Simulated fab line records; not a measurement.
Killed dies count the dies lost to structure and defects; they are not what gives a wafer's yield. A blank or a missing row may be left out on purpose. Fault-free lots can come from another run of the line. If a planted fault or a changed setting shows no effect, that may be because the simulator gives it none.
fab line records || flow rit_cmos
record: {"lots": 14, "wafers": 42, "last_day": 7}
route steps=202 shown GATE@90
lots with no fault: from the same line, run without faults
start_h: hours from the record's opening day to when the first of the lot's shown wafers began || wait_h: hours since the lot's step before || " as in the row above || L1.1+2: a single row standing in for several wafers || - no value, or no start given || * or withheld: withheld || < > ~ a bound
route shown NAME@n: NAME is a module with steps in the file, n the number in the route of the first one || usual: mean and standard deviation over wafers with no fault || same: alike in all rows || chamber/n: place in a boat || sites: the reading at each site || _std_site: the standard deviation of these || _edge_site: the outer-site mean with the inner-site mean subtracted || radius_mm: for every site, how far away it sits from the centre of the wafer || mask NAME#n: copy n || behind: tool/chamber where the wafer was last shaped || hold: the reason the lot was held/the length of the hold in hours/how it ended || device: names the non-switching transistor (n, p or np) || end of line: the route-end tests of the same wafers || step lacking rows: just its recipe || killed: at the first sort, the dies lost to defects and structure; wafer yield is something else || map: per-die view of a wafer (x killed, . not killed, _ where there is no die)
set.NAME: setting as actually run; set.NAME@STEP: the setting as run at that earlier step || model.NAME: the simulator's own value behind a step, which no gauge read
a sample of lots followed through the steps of the route, with each step as a table and each wafer as a row
== steps ==
step: RIT_GATE_PEB_14
recipe: {"resist": "NOVOLAK", "temp_c": "withheld", "time_s": "withheld"}
usual: {"chill_plate_temp_C": "*", "exhaust_pa": "45.3/0.8", "resist_line_temp_C": "*"}
{"lot.wafer": "L262.3", "tool": "litho_track-04", "chamber": 0, "start_h": 41.23, "wait_h": 0.1, "chill_plate_temp_C": "*", "exhaust_pa": 43.4, "resist_line_temp_C": "*"}
{"lot.wafer": "L262.5", "tool": "litho_track-04", "chamber": 0, "start_h": 41.23, "wait_h": 0.1, "chill_plate_temp_C": "*", "exhaust_pa": 43.5, "resist_line_temp_C": "*"}
{"lot.wafer": "L262.6", "tool": "litho_track-04", "chamber": 0, "start_h": 41.23, "wait_h": 0.1, "chill_plate_temp_C": "*", "exhaust_pa": 43.7, "resist_line_temp_C": "*"}
{"lot.wafer": "L263.1", "tool": "litho_track-04", "chamber": 0, "start_h": 43.06, "wait_h": 0.1, "chill_plate_temp_C": "*", "exhaust_pa": 46.1, "resist_line_temp_C": "*"}
{"lot.wafer": "L263.5", "tool": "litho_track-04", "chamber": 0, "start_h": 43.06, "wait_h": 0.1, "chill_plate_temp_C": "*", "exhaust_pa": 44.3, "resist_line_temp_C": "*"}
{"lot.wafer": "L263.6", "tool": "litho_track-04", "chamber": 0, "start_h": 43.06, "wait_h": 0.1, "chill_plate_temp_C": "*", "exhaust_pa": 46.2, "resist_line_temp_C": "*"}
{"lot.wafer": "L264.2", "tool": "litho_track-01", "chamber": 0, "start_h": 51.94, "wait_h": 0.1, "chill_plate_temp_C": "*", "exhaust_pa": 44.8, "resist_line_temp_C": "*"}
{"lot.wafer": "L264.3", "tool": "litho_track-01", "chamber": 0, "start_h": 51.94, "wait_h": 0.1, "chill_plate_temp_C": "*", "exhaust_pa": 45.4, "resist_line_temp_C": "*"}
{"lot.wafer": "L264.6", "tool": "litho_track-01", "chamber": 0, "start_h": 51.94, "wait_h": 0.1, "chill_plate_temp_C": "*", "exhaust_pa": 45.3, "resist_line_temp_C": "*"}
{"lot.wafer": "L265.1", "tool": "litho_track-03", "chamber": 0, "start_h": 58.52, "wait_h": 0.1, "chill_plate_temp_C": "*", "exhaust_pa": 45.9, "resist_line_temp_C": "*"}
{"lot.wafer": "L265.3", "tool": "litho_track-03", "chamber": 0, "start_h": 58.52, "wait_h": 0.1, "chill_plate_temp_C": "*", "exhaust_pa": 44.2, "resist_line_temp_C": "*"}
{"lot.wafer": "L265.6", "tool": "litho_track-03", "chamber": 0, "start_h": 58.52, "wait_h": 0.1, "chill_plate_temp_C": "*", "exhaust_pa": 45.7, "resist_line_temp_C": "*"}
{"lot.wafer": "L270.1", "tool": "litho_track-04", "chamber": "-", "start_h": 76.79, "wait_h": 0.1, "chill_plate_temp_C": "-", "exhaust_pa": "-", "resist_line_temp_C": "-"}
{"lot.wafer": "L270.2", "tool": "litho_track-04", "chamber": "-", "start_h": 76.79, "wait_h": 0.1, "chill_plate_temp_C": "-", "exhaust_pa": "-", "resist_line_temp_C": "-"}
{"lot.wafer": "L270.5", "tool": "litho_track-04", "chamber": "-", "start_h": 76.79, "wait_h": 0.1, "chill_plate_temp_C": "-", "exhaust_pa": "-", "resist_line_temp_C": "-"}
{"lot.wafer": "L271.2", "tool": "litho_track-03", "chamber": "-", "start_h": 82.84, "wait_h": 0.3, "chill_plate_temp_C": "-", "exhaust_pa": "-", "resist_line_temp_C": "-"}
{"lot.wafer": "L271.4", "tool": "litho_track-03", "chamber": "-", "start_h": 82.84, "wait_h": 0.3, "chill_plate_temp_C": "-", "exhaust_pa": "-", "resist_line_temp_C": "-"}
{"lot.wafer": "L271.6", "tool": "litho_track-03", "chamber": "-", "start_h": 82.84, "wait_h": 0.3, "chill_plate_temp_C": "-", "exhaust_pa": "-", "resist_line_temp_C": "-"}
{"lot.wafer": "L278.2", "tool": "litho_track-04", "chamber": 0, "start_h": 117.51, "wait_h": 0.1, "chill_plate_temp_C": "*", "exhaust_pa": 44.8, "resist_line_temp_C": "*"}
{"lot.wafer": "L278.5", "tool": "litho_track-04", "chamber": 0, "start_h": 117.51, "wait_h": 0.1, "chill_plate_temp_C": "*", "exhaust_pa": 44.8, "resist_line_temp_C": "*"}
{"lot.wafer": "L278.6", "tool": "litho_track-04", "chamber": 0, "start_h": 117.51, "wait_h": 0.1, "chill_plate_temp_C": "*", "exhaust_pa": 44.5, "resist_line_temp_C": "*"}
{"lot.wafer": "L279.2", "tool": "litho_track-03", "chamber": 0, "start_h": 120.62, "wait_h": 0.1, "chill_plate_temp_C": "*", "exhaust_pa": 44.6, "resist_line_temp_C": "*"}
{"lot.wafer": "L279.3", "tool": "litho_track-03", "chamber": 0, "start_h": 120.62, "wait_h": 0.1, "chill_plate_temp_C": "*", "exhaust_pa": 45.7, "resist_line_temp_C": "*"}
{"lot.wafer": "L279.4", "tool": "litho_track-03", "chamber": 0, "start_h": 120.62, "wait_h": 0.1, "chill_plate_temp_C": "*", "exhaust_pa": 45.1, "resist_line_temp_C": "*"}
{"lot.wafer": "L280.1", "tool": "litho_track-01", "chamber": 0, "start_h": 127.15, "wait_h": 0.1, "chill_plate_temp_C": "*", "exhaust_pa": 45.7, "resist_line_temp_C": "*"}
{"lot.wafer": "L280.4", "tool": "litho_track-01", "chamber": 0, "start_h": 127.15, "wait_h": 0.1, "chill_plate_temp_C": "*", "exhaust_pa": 44.6, "resist_line_temp_C": "*"}
{"lot.wafer": "L280.5", "tool": "litho_track-01", "chamber": 0, "start_h": 127.15, "wait_h": 0.1, "chill_plate_temp_C": "*", "exhaust_pa": 44.7, "resist_line_temp_C": "*"}
{"lot.wafer": "L281.1", "tool": "litho_track-04", "chamber": 0, "start_h": 131.98, "wait_h": 0.1, "chill_plate_temp_C": "*", "exhaust_pa": 45.4, "resist_line_temp_C": "*"}
{"lot.wafer": "L281.3", "tool": "litho_track-04", "chamber": 0, "start_h": 131.98, "wait_h": 0.1, "chill_plate_temp_C": "*", "exhaust_pa": 46.3, "resist_line_temp_C": "*"}
{"lot.wafer": "L281.6", "tool": "litho_track-04", "chamber": 0, "start_h": 131.98, "wait_h": 0.1, "chill_plate_temp_C": "*", "exhaust_pa": 44.4, "resist_line_temp_C": "*"}
{"lot.wafer": "L282.2", "tool": "litho_track-04", "chamber": 0, "start_h": 136.41, "wait_h": 0.1, "chill_plate_temp_C": "*", "exhaust_pa": 45.1, "resist_line_temp_C": "*"}
{"lot.wafer": "L282.5", "tool": "litho_track-04", "chamber": 0, "start_h": 136.41, "wait_h": 0.1, "chill_plate_temp_C": "*", "exhaust_pa": 45.5, "resist_line_temp_C": "*"}
{"lot.wafer": "L282.6", "tool": "litho_track-04", "chamber": 0, "start_h": 136.41, "wait_h": 0.1, "chill_plate_temp_C": "*", "exhaust_pa": 44.9, "resist_line_temp_C": "*"}
{"lot.wafer": "L283.3", "tool": "litho_track-03", "chamber": 0, "start_h": 143.73, "wait_h": 0.1, "chill_plate_temp_C": "*", "exhaust_pa": 46.2, "resist_line_temp_C": "*"}
{"lot.wafer": "L283.4", "tool": "litho_track-03", "chamber": 0, "start_h": 143.73, "wait_h": 0.1, "chill_plate_temp_C": "*", "exhaust_pa": 46.4, "resist_line_temp_C": "*"}
{"lot.wafer": "L283.6", "tool": "litho_track-03", "chamber": 0, "start_h": 143.73, "wait_h": 0.1, "chill_plate_temp_C": "*", "exhaust_pa": 46.0, "resist_line_temp_C": "*"}
{"lot.wafer": "L284.1", "tool": "litho_track-01", "chamber": 0, "start_h": 147.94, "wait_h": 0.1, "chill_plate_temp_C": "*", "exhaust_pa": 45.1, "resist_line_temp_C": "*"}
{"lot.wafer": "L284.4", "tool": "litho_track-01", "chamber": 0, "start_h": 147.94, "wait_h": 0.1, "chill_plate_temp_C": "*", "exhaust_pa": 45.6, "resist_line_temp_C": "*"}
{"lot.wafer": "L284.6", "tool": "litho_track-01", "chamber": 0, "start_h": 147.94, "wait_h": 0.1, "chill_plate_temp_C": "*", "exhaust_pa": 44.8, "resist_line_temp_C": "*"}
{"lot.wafer": "L285.1", "tool": "litho_track-04", "chamber": 0, "start_h": 151.75, "wait_h": 0.1, "chill_plate_temp_C": "*", "exhaust_pa": 44.7, "resist_line_temp_C": "*"}
{"lot.wafer": "L285.2", "tool": "litho_track-04", "chamber": 0, "start_h": 151.75, "wait_h": 0.1, "chill_plate_temp_C": "*", "exhaust_pa": 45.4, "resist_line_temp_C": "*"}
{"lot.wafer": "L285.6", "tool": "litho_track-04", "chamber": 0, "start_h": 151.75, "wait_h": 0.1, "chill_plate_temp_C": "*", "exhaust_pa": 45.7, "resist_line_temp_C": "*"}
== key ==
first_sign: {"step": "RIT_GATE_PEB_14", "reading": "tool_record", "direction": "missing"}
effect none on later readings
met_at RIT_GATE_PEB_14
struck_lots L270,L271
sort_left_out L270.1,L270.2,L270.5,L271.2,L271.4,L271.6
tester_left_out L270,L271
onset_between 58.52 76.79
fault: {"kind": "skipped_step_whole", "tool": "litho_track-03,litho_track-04", "chamber": "-", "onset_h": 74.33, "steps": "RIT_GATE_PEB_14", "scope": "struck_lots_only"}
tester_left_out: of these lots the tester's yield and bins aren't shown, on N5 and GAA mostly nor the transistor test; their killed dies are dies lost to structure and defects alone, not to doping, threshold or leakage, so they don't give the yield
sort_left_out: the simulated sort isn't trusted on such a fault, so these wafers' sort isn't shown, and their yield isn't known
